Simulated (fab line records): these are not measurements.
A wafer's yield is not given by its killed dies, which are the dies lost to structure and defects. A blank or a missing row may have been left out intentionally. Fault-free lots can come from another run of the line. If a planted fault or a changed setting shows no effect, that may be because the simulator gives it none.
Struck lot and sound lot, side by side || flow rit cmos || 20 steps out of a route of 202
Sound: wafers L737.2, L737.3, L737.4. The struck wafers were L742.4, L742.5, L742.6. Last of all comes the cause.
Each step with rows lists, per side, the tool, then ch with its chambers, then its first start. Under that, the readings that differ: sound wafers || struck wafers || difference of the means || sigmas: that difference in standard deviations of wafers without a fault.
alike: readings with means less than 2 such deviations apart, plus words and numbers identical on both sides. not compared: withheld readings, readings lacking a value on some wafer, bounds such as >300 that could conceal the same value, and numbers that have no deviation in the record and whose values overlap.
A row with sigmas, a row that says differs or no value, or rows on one side alone: a step with any of these is where the two part. Numbers that don't overlap but have no deviation are shown without sigmas and don't part them. Lack of a reading on every wafer of one side parts them only where that side has two or more wafers.

first, 2 steps without rows for these wafers: RIT_NWELL_HARDBAKE_07 (time 120 s); RIT_NWELL_IMPLANT_08.
RIT_NWELL_STRIP_09: strips in O2, time 180 s.
  sound on plasma asher-02 ch 0,1, day 2 17:03; struck on plasma asher-01 ch 0,1, day 3 19:07
  alike: drypump motor current A, rf refl power W
  not compared: rf hours counter h
RIT_NWELL_TW_MEAS_10:
  struck on film metro-03, day 3 19:16; sound on film metro-01, day 2 17:14
{"reading": "NWELL_TW", "sound": "2173 2186 2171", "struck": "2125 2118 2119", "difference": -56, "sigmas": -3}
then, 6 steps without rows for these wafers: RIT_PWELL_HMDS_00 (prime time 60 s); RIT_PWELL_COAT_01 (resist thk 1300 nm); RIT_PWELL_SOFTBAKE_02 (time 60 s); RIT_PWELL_EXPOSE_03 (exposes mask M3, target cd 43700 nm); RIT_PWELL_PEB_04; RIT_PWELL_DEVELOP_05 (develop time 68 s).
RIT_PWELL_OVL_MEAS_06:
  struck on overlay-01, day 3 20:11; sound on overlay-01, day 2 18:26
  alike: PWELL_OVL
then, 1 step without rows for these wafers: RIT_PWELL_HARDBAKE_07 (time 120 s).
RIT_PWELL_IMPLANT_08:
  sound on implanter-03 ch 0, day 2 18:44; struck on implanter-04 ch 0, day 3 20:32
{"reading": "implant ion amu", "sound": "11 11 11", "struck": "49 49 49", "difference": "+38", "sigmas": ""}
{"reading": "model.implant.rp nm (nm)", "sound": "487.6 487.6 487.6", "struck": "125.4 125.4 125.4", "difference": -362.2, "sigmas": ""}
{"reading": "model.implant.drp nm (nm)", "sound": "102.9 102.9 102.9", "struck": "49.91 49.91 49.91", "difference": -52.99, "sigmas": ""}
RIT_PWELL_STRIP_09: strips in O2, time 180 s.
  sound on plasma asher-01 ch 0,1, day 2 18:52; struck on plasma asher-03 ch 0,1, day 3 20:40
  alike: drypump motor current A, rf refl power W
  not compared: rf hours counter h
RIT_PWELL_TW_MEAS_10:
  struck on film metro-04, day 3 20:49; sound on film metro-03, day 2 19:02
{"reading": "PWELL_TW", "sound": "950 947 944", "struck": "1912 1915 1918", "difference": "+968", "sigmas": "+99 or more"}
then, 1 step without rows for these wafers: RIT_WELLDRIVE_ANNEAL_00 (time 14700 s).
RIT_WELLDRIVE_RS_MEAS_01: the measuring method here is four-point-probe.
  struck on film metro-04, day 4 02:10; sound on film metro-01, day 3 00:11
  alike: NWELL_RS
RIT_WELLDRIVE_RS_MEAS_02: the measuring method here is four-point-probe.
  struck on film metro-04, day 4 02:17; sound on film metro-01, day 3 00:19
{"reading": "PWELL_RS (ohm/sq)", "sound": "430.6 429.0 430.3", "struck": "463.9 465.2 464.6", "difference": "+34.6", "sigmas": "+31"}
then, 1 step without rows for these wafers: RIT_NRETRO_HMDS_00 (prime time 60 s).
RIT_M1_PROBE_99:
  struck on prober-02, day 5 11:07; sound on prober-01, day 4 04:32
  alike: killed at contacts, killed at front end, killed dies, killed open, killed short

## WHERE THEY PART
Last at RIT_WELLDRIVE_RS_MEAS_02 as far as this record goes, first at RIT_NWELL_TW_MEAS_10. Later steps at which nothing parts them and some readings are alike: RIT_M1_PROBE_99.

WHY: whatever the simulator had introduced
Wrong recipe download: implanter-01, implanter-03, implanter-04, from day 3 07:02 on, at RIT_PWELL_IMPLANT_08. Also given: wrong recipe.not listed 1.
